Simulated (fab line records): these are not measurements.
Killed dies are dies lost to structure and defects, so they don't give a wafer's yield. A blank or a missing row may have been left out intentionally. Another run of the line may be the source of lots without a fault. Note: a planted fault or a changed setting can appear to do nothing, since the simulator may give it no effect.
fab line records / flow ritCmos / part 2 of 2: steps 27 to 27 of 27
record lots=5 wafers=23
route steps=202 shown ACTIVE@2 FOX1@20 FOX2@23 NWELL@36 PWELL@47 WELLDRIVE@50 PRETRO@66 GATE@78 NLDD@104 M1@202
startH: the number of hours between the record's first day and the start of the first shown wafer of the lot / waitH: hours since the lot's step before / " repeats the value in the row above / L1.1+2: a single row standing in for several wafers / - no value present, or no start provided / * or withheld: withheld / < > ~ a bound
route shown NAME@n: NAME is a module with steps in the file, n the number in the route of the first one / usual: mean/standard deviation of fault-free wafers / same: alike in all rows / chamber/n: place in a boat / sites: the reading at each site / _std_site: the standard deviation of these / _edge_site: mean of outer sites minus mean of inner sites / radiusMm: how far each site lies from the wafer's centre / mask NAME#n: copy n / behind: the tool/chamber that last shaped the wafer / hold: cause of the lot's hold/its duration in hours/its outcome / device: transistor that didn't switch, given as n, p or np / end of line: the tests these same wafers got at the end of their route / a step without rows: its recipe alone / killed: dies lost to structure and defects at the first sort, not the wafer's yield / map: the dies of a wafer, with x for killed, . for not killed, _ for no die there
set.NAME: the run value of the setting; set.NAME@STEP: its run value at that earlier step / model.NAME: the simulator's own value behind a step, which no gauge read
lots where settings were altered on purpose, with a table for each step and a row for each wafer
## steps
# step RIT_M1_PROBE_99
# usual killedAtContacts=0.1/0.23 killedAtFrontEnd=7.2/2.8 killedDies=7.3/2.8 killedOpen=3.8/1.8 killedShort=3.4/2
# same grossDies=264 killed_at_M0_to_M3=0 killed_at_M4_up=0 killedAtBackSide=0 killedAtOther=0
lot.wafer=L074.1 tool=prober-01 chamber=- startH=62.68 waitH=0.1 set.oxTimeS@FOX2_OXIDATION_00=1130 set.doseCm2@PWELL_IMPLANT_08=7e+13 killedAtContacts=0 killedAtFrontEnd=9 killedDies=9 killedOpen=6 killedShort=3 model.etest.fieldN.vtV=35.35 model.etest.pwell.rsOhmSq=416.7
lot.wafer=L074.2 tool=prober-01 chamber=- startH=62.73 waitH=0.1 set.oxTimeS@FOX2_OXIDATION_00=1130 set.doseCm2@PWELL_IMPLANT_08=7e+13 killedAtContacts=0 killedAtFrontEnd=7 killedDies=7 killedOpen=3 killedShort=4 model.etest.fieldN.vtV=35.26 model.etest.pwell.rsOhmSq=418.1
lot.wafer=L074.3 tool=prober-01 chamber=- startH=62.78 waitH=0.2 set.oxTimeS@FOX2_OXIDATION_00=1130 set.doseCm2@PWELL_IMPLANT_08=7.271e+13 killedAtContacts=0 killedAtFrontEnd=8 killedDies=8 killedOpen=4 killedShort=4 model.etest.fieldN.vtV=35.39 model.etest.pwell.rsOhmSq=396.4
lot.wafer=L074.4 tool=prober-01 chamber=- startH=62.83 waitH=0.2 set.oxTimeS@FOX2_OXIDATION_00=1130 set.doseCm2@PWELL_IMPLANT_08=7.271e+13 killedAtContacts=0 killedAtFrontEnd=10 killedDies=10 killedOpen=5 killedShort=5 model.etest.fieldN.vtV=35.93 model.etest.pwell.rsOhmSq=403.9
lot.wafer=L074.6 tool=prober-01 chamber=- startH=62.93 waitH=0.2 set.oxTimeS@FOX2_OXIDATION_00=1130 set.doseCm2@PWELL_IMPLANT_08=7e+13 killedAtContacts=0 killedAtFrontEnd=10 killedDies=10 killedOpen=2 killedShort=8 model.etest.fieldN.vtV=35.23 model.etest.pwell.rsOhmSq=414.4
lot.wafer=L075.1 tool=prober-02 chamber=- startH=66.87 waitH=0.1 set.oxTimeS@FOX2_OXIDATION_00=1081 set.doseCm2@PWELL_IMPLANT_08=7e+13 killedAtContacts=0 killedAtFrontEnd=5 killedDies=5 killedOpen=4 killedShort=1 model.etest.fieldN.vtV=33.78 model.etest.pwell.rsOhmSq=411.9
lot.wafer=L075.2 tool=prober-02 chamber=- startH=66.92 waitH=0.1 set.oxTimeS@FOX2_OXIDATION_00=1081 set.doseCm2@PWELL_IMPLANT_08=7.473e+13 killedAtContacts=0 killedAtFrontEnd=6 killedDies=6 killedOpen=5 killedShort=1 model.etest.fieldN.vtV=34.09 model.etest.pwell.rsOhmSq=392
lot.wafer=L075.3 tool=prober-02 chamber=- startH=66.97 waitH=0.2 set.oxTimeS@FOX2_OXIDATION_00=1081 set.doseCm2@PWELL_IMPLANT_08=7e+13 killedAtContacts=1 killedAtFrontEnd=4 killedDies=5 killedOpen=1 killedShort=4 model.etest.fieldN.vtV=32.92 model.etest.pwell.rsOhmSq=410.7
lot.wafer=L075.4 tool=prober-02 chamber=- startH=67.02 waitH=0.2 set.oxTimeS@FOX2_OXIDATION_00=1081 set.doseCm2@PWELL_IMPLANT_08=7e+13 killedAtContacts=0 killedAtFrontEnd=9 killedDies=9 killedOpen=2 killedShort=7 model.etest.fieldN.vtV=33.1 model.etest.pwell.rsOhmSq=412.2
lot.wafer=L075.5 tool=prober-02 chamber=- startH=67.07 waitH=0.2 set.oxTimeS@FOX2_OXIDATION_00=1081 set.doseCm2@PWELL_IMPLANT_08=7.473e+13 killedAtContacts=0 killedAtFrontEnd=8 killedDies=8 killedOpen=2 killedShort=6 model.etest.fieldN.vtV=34.6 model.etest.pwell.rsOhmSq=397.5
lot.wafer=L078.1 tool=prober-01 chamber=- startH=79.26 waitH=0.1 set.oxTimeS@FOX2_OXIDATION_00=966.5 set.doseCm2@PWELL_IMPLANT_08=6.767e+13 killedAtContacts=1 killedAtFrontEnd=8 killedDies=9 killedOpen=4 killedShort=5 model.etest.fieldN.vtV=29.22 model.etest.pwell.rsOhmSq=418
lot.wafer=L078.2 tool=prober-01 chamber=- startH=79.31 waitH=0.1 set.oxTimeS@FOX2_OXIDATION_00=966.5 set.doseCm2@PWELL_IMPLANT_08=6.767e+13 killedAtContacts=0 killedAtFrontEnd=6 killedDies=6 killedOpen=2 killedShort=4 model.etest.fieldN.vtV=29.23 model.etest.pwell.rsOhmSq=411.6
lot.wafer=L078.4 tool=prober-01 chamber=- startH=79.41 waitH=0.2 set.oxTimeS@FOX2_OXIDATION_00=966.5 set.doseCm2@PWELL_IMPLANT_08=7e+13 killedAtContacts=0 killedAtFrontEnd=1 killedDies=1 killedOpen=1 killedShort=0 model.etest.fieldN.vtV=30.2 model.etest.pwell.rsOhmSq=398.5
lot.wafer=L078.5 tool=prober-01 chamber=- startH=79.46 waitH=0.2 set.oxTimeS@FOX2_OXIDATION_00=966.5 set.doseCm2@PWELL_IMPLANT_08=7e+13 killedAtContacts=0 killedAtFrontEnd=15 killedDies=15 killedOpen=6 killedShort=9 model.etest.fieldN.vtV=29.55 model.etest.pwell.rsOhmSq=404.1
lot.wafer=L078.6 tool=prober-01 chamber=- startH=79.51 waitH=0.2 set.oxTimeS@FOX2_OXIDATION_00=966.5 set.doseCm2@PWELL_IMPLANT_08=7e+13 killedAtContacts=0 killedAtFrontEnd=6 killedDies=6 killedOpen=3 killedShort=3 model.etest.fieldN.vtV=29.54 model.etest.pwell.rsOhmSq=407.8
lot.wafer=L079.3 tool=prober-02 chamber=- startH=87.28 waitH=0.2 set.oxTimeS@FOX2_OXIDATION_00=1130 set.doseCm2@PWELL_IMPLANT_08=7e+13 killedAtContacts=0 killedAtFrontEnd=7 killedDies=7 killedOpen=4 killedShort=3 model.etest.fieldN.vtV=35.44 model.etest.pwell.rsOhmSq=418.7
lot.wafer=L079.4 tool=prober-02 chamber=- startH=87.33 waitH=0.2 set.oxTimeS@FOX2_OXIDATION_00=1130 set.doseCm2@PWELL_IMPLANT_08=7e+13 killedAtContacts=0 killedAtFrontEnd=10 killedDies=10 killedOpen=7 killedShort=3 model.etest.fieldN.vtV=35.43 model.etest.pwell.rsOhmSq=416.7
lot.wafer=L079.5 tool=prober-02 chamber=- startH=87.38 waitH=0.2 set.oxTimeS@FOX2_OXIDATION_00=1130 set.doseCm2@PWELL_IMPLANT_08=7e+13 killedAtContacts=0 killedAtFrontEnd=3 killedDies=3 killedOpen=0 killedShort=3 model.etest.fieldN.vtV=35 model.etest.pwell.rsOhmSq=412.3
lot.wafer=L084.1 tool=prober-02 chamber=- startH=113.61 waitH=0.1 set.oxTimeS@FOX2_OXIDATION_00=974 set.doseCm2@PWELL_IMPLANT_08=7e+13 killedAtContacts=0 killedAtFrontEnd=11 killedDies=11 killedOpen=6 killedShort=5 model.etest.fieldN.vtV=30.67 model.etest.pwell.rsOhmSq=407.6
lot.wafer=L084.2 tool=prober-02 chamber=- startH=113.66 waitH=0.1 set.oxTimeS@FOX2_OXIDATION_00=974 set.doseCm2@PWELL_IMPLANT_08=7e+13 killedAtContacts=0 killedAtFrontEnd=3 killedDies=3 killedOpen=2 killedShort=1 model.etest.fieldN.vtV=30.87 model.etest.pwell.rsOhmSq=411.4
lot.wafer=L084.4 tool=prober-02 chamber=- startH=113.76 waitH=0.2 set.oxTimeS@FOX2_OXIDATION_00=974 set.doseCm2@PWELL_IMPLANT_08=6.591e+13 killedAtContacts=0 killedAtFrontEnd=9 killedDies=9 killedOpen=5 killedShort=4 model.etest.fieldN.vtV=29.44 model.etest.pwell.rsOhmSq=428.3
lot.wafer=L084.5 tool=prober-02 chamber=- startH=113.81 waitH=0.2 set.oxTimeS@FOX2_OXIDATION_00=974 set.doseCm2@PWELL_IMPLANT_08=7e+13 killedAtContacts=0 killedAtFrontEnd=10 killedDies=10 killedOpen=6 killedShort=4 model.etest.fieldN.vtV=31.46 model.etest.pwell.rsOhmSq=411.6
lot.wafer=L084.6 tool=prober-02 chamber=- startH=113.86 waitH=0.2 set.oxTimeS@FOX2_OXIDATION_00=974 set.doseCm2@PWELL_IMPLANT_08=6.591e+13 killedAtContacts=0 killedAtFrontEnd=7 killedDies=7 killedOpen=3 killedShort=4 model.etest.fieldN.vtV=29.43 model.etest.pwell.rsOhmSq=426.3
# killed by level:class
L074.1 SILICIDE:geometricParticle:open=3 REOX:geometricParticle:short=2 FOX1:geometricParticle:open=1 GATE:geometricParticle:short=1 GATE:geometricParticle:open=1 REOX:geometricParticle:open=1
L074.2 GATE:geometricParticle:open=3 REOX:geometricParticle:short=2 FOX1:geometricParticle:short=1 SILICIDE:geometricParticle:short=1
L074.3 GATE:geometricParticle:short=3 GATE:geometricParticle:open=2 REOX:geometricParticle:short=1 REOX:geometricParticle:open=1 SILICIDE:geometricParticle:open=1
L074.4 FOX2:geometricParticle:open=2 GATE:geometricParticle:short=2 REOX:geometricParticle:short=2 FOX1:geometricParticle:short=1 FOX1:geometricParticle:open=1 GATE:geometricParticle:open=1 REOX:geometricParticle:open=1
L074.6 GATE:geometricParticle:short=3 SILICIDE:geometricParticle:short=3 REOX:geometricParticle:short=2 SILICIDE:geometricParticle:open=2
L075.1 FOX1:geometricParticle:open=2 GATE:geometricParticle:open=2 SILICIDE:geometricParticle:short=1
L075.2 FOX2:geometricParticle:open=2 GATE:geometricParticle:open=1 GATE:geometricParticle:short=1 REOX:geometricParticle:open=1 SPACER:geometricParticle:open=1
L075.3 GATE:geometricParticle:short=1 GATE:geometricParticle:open=1 SPACER:geometricParticle:short=1 SILICIDE:geometricParticle:short=1 CONTACT:geometricParticle:short=1
L075.4 GATE:geometricParticle:short=4 FOX1:geometricParticle:short=1 FOX2:geometricParticle:short=1 SPACER:geometricParticle:open=1 SILICIDE:geometricParticle:short=1 SILICIDE:geometricParticle:open=1
L075.5 REOX:geometricParticle:short=3 GATE:geometricParticle:short=2 REOX:geometricParticle:open=1 SPACER:geometricParticle:short=1 SILICIDE:geometricParticle:open=1
L078.1 FOX1:geometricParticle:short=2 GATE:geometricParticle:open=2 FOX1:geometricParticle:open=1 FOX2:geometricParticle:short=1 REOX:geometricParticle:open=1 SILICIDE:geometricParticle:short=1 CONTACT:geometricParticle:short=1
L078.2 GATE:geometricParticle:short=2 GATE:geometricParticle:open=2 REOX:geometricParticle:short=1 SILICIDE:geometricParticle:short=1
L078.4 SPACER:geometricParticle:open=1
L078.5 SILICIDE:geometricParticle:short=3 FOX1:geometricParticle:open=2 GATE:geometricParticle:short=2 REOX:geometricParticle:short=2 SILICIDE:geometricParticle:open=2 FOX1:geometricParticle:short=1 FOX2:geometricParticle:short=1 GATE:geometricParticle:open=1
L078.6 FOX1:geometricParticle:open=1 FOX2:geometricParticle:short=1 GATE:geometricParticle:open=1 GATE:geometricParticle:short=1 REOX:geometricParticle:short=1 SILICIDE:geometricParticle:open=1
L079.3 FOX1:geometricParticle:open=1 FOX2:geometricParticle:short=1 FOX2:geometricParticle:open=1 GATE:geometricParticle:open=1 GATE:geometricParticle:short=1 REOX:geometricParticle:open=1 SPACER:geometricParticle:short=1
L079.4 REOX:geometricParticle:open=3 FOX1:geometricParticle:open=2 FOX1:geometricParticle:short=1 GATE:geometricParticle:short=1 REOX:geometricParticle:short=1 SPACER:geometricParticle:open=1 SILICIDE:geometricParticle:open=1
L079.5 GATE:geometricParticle:short=2 SILICIDE:geometricParticle:short=1
L084.1 GATE:geometricParticle:open=5 GATE:geometricParticle:short=4 SILICIDE:geometricParticle:short=1 SILICIDE:geometricParticle:open=1
L084.2 GATE:geometricParticle:open=2 SILICIDE:geometricParticle:short=1
L084.4 GATE:geometricParticle:open=3 GATE:geometricParticle:short=2 SILICIDE:geometricParticle:short=2 FOX1:geometricParticle:open=1 SILICIDE:geometricParticle:open=1
L084.5 GATE:geometricParticle:open=4 FOX2:geometricParticle:short=2 GATE:geometricParticle:short=2 FOX2:geometricParticle:open=1 SILICIDE:geometricParticle:open=1
L084.6 FOX1:geometricParticle:short=2 SILICIDE:geometricParticle:open=2 GATE:geometricParticle:short=1 SPACER:geometricParticle:open=1 SILICIDE:geometricParticle:short=1
## key
split step=RIT_ACTIVE_OXIDATION_01 setting=oxTimeS stated=3360 by=lot
response step=RIT_ACTIVE_OXIDATION_01 reading=model.SiO2_of_ACTIVE_OXIDATION_01.thkNm change=+0.334 per=1% r=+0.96
response step=RIT_ACTIVE_THK_MEAS_02 reading=ACTIVE_OXIDE_THK change=+0.334 per=1% r=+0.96
response step=RIT_FOX2_WET_ETCH_03 reading=model.SiO2_of_ACTIVE_OXIDATION_01.thkNm change=+0.372 per=1% r=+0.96
split step=RIT_FOX1_OXIDATION_00 setting=oxTimeS stated=1130 by=lot
response step=RIT_FOX1_OXIDATION_00 reading=model.SiO2_of_FOX1_OXIDATION_00.thkNm change=+2.65 per=1% r=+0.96
response step=RIT_FOX1_THK_MEAS_01 reading=FOX1_OXIDE_THK change=+2.65 per=1% r=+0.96
split step=RIT_FOX2_OXIDATION_00 setting=oxTimeS stated=1130 by=lot
response step=RIT_FOX2_OXIDATION_00 reading=model.SiO2_of_FOX2_OXIDATION_00.thkNm change=+2.67 per=1% r=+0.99
response step=RIT_FOX2_THK_MEAS_01 reading=FOX2_OXIDE_THK change=+2.68 per=1% r=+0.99
response step=RIT_FOX2_CLEAN_02 reading=model.SiO2_of_FOX2_OXIDATION_00.thkNm change=+2.64 per=1% r=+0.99
response step=RIT_FOX2_THK_MEAS_90 reading=FIELD_OXIDE_LEFT_1_THK change=+2.65 per=1% r=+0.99
response step=RIT_FOX2_THK_MEAS_91 reading=FIELD_OXIDE_LEFT_2_THK change=+2.61 per=1% r=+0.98
response step=RIT_M1_PROBE_99 reading=model.etest.fieldN.vtV change=+0.384 per=1% r=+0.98
split step=RIT_NWELL_IMPLANT_08 setting=energyKev stated=170 by=wafer
response step=RIT_NWELL_IMPLANT_08 reading=model.implant.rpNm change=+2.17 per=1% r=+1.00
response step=RIT_NWELL_IMPLANT_08 reading=model.implant.drpNm change=+0.515 per=1% r=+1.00
split step=RIT_PWELL_IMPLANT_08 setting=doseCm2 stated=7e+13 by=wafer
response step=RIT_PWELL_TW_MEAS_10 reading=PWELL_TW change=+2.92 per=1% r=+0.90
response step=RIT_WELLDRIVE_RS_MEAS_02 reading=PWELL_RS change=-2.61 per=1% r=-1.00
response step=RIT_M1_PROBE_99 reading=model.etest.pwell.rsOhmSq change=-2.97 per=1% r=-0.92
split step=RIT_PRETRO_SOFTBAKE_02 setting=tempC stated=90 by=wafer
response step=RIT_PRETRO_DEVELOP_05 reading=model.NOVOLAK_of_PRETRO_COAT_01.thkNm change=-3.39 per=1% r=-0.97
split step=RIT_PRETRO_IMPLANT_08 setting=doseCm2 stated=1.2e+13 by=wafer
response none clear
split step=RIT_GATE_CVD_08 setting=pressureMtorr stated=300 by=lot
response step=RIT_GATE_CVD_08 reading=model.poly-Si_of_GATE_CVD_08.thkNm change=+1.19 per=1% r=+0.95
split step=RIT_NLDD_COAT_01 setting=spinRpm stated=3250 by=wafer
response step=RIT_NLDD_COAT_01 reading=model.NOVOLAK_of_NLDD_COAT_01.thkNm change=-5.12 per=1% r=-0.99
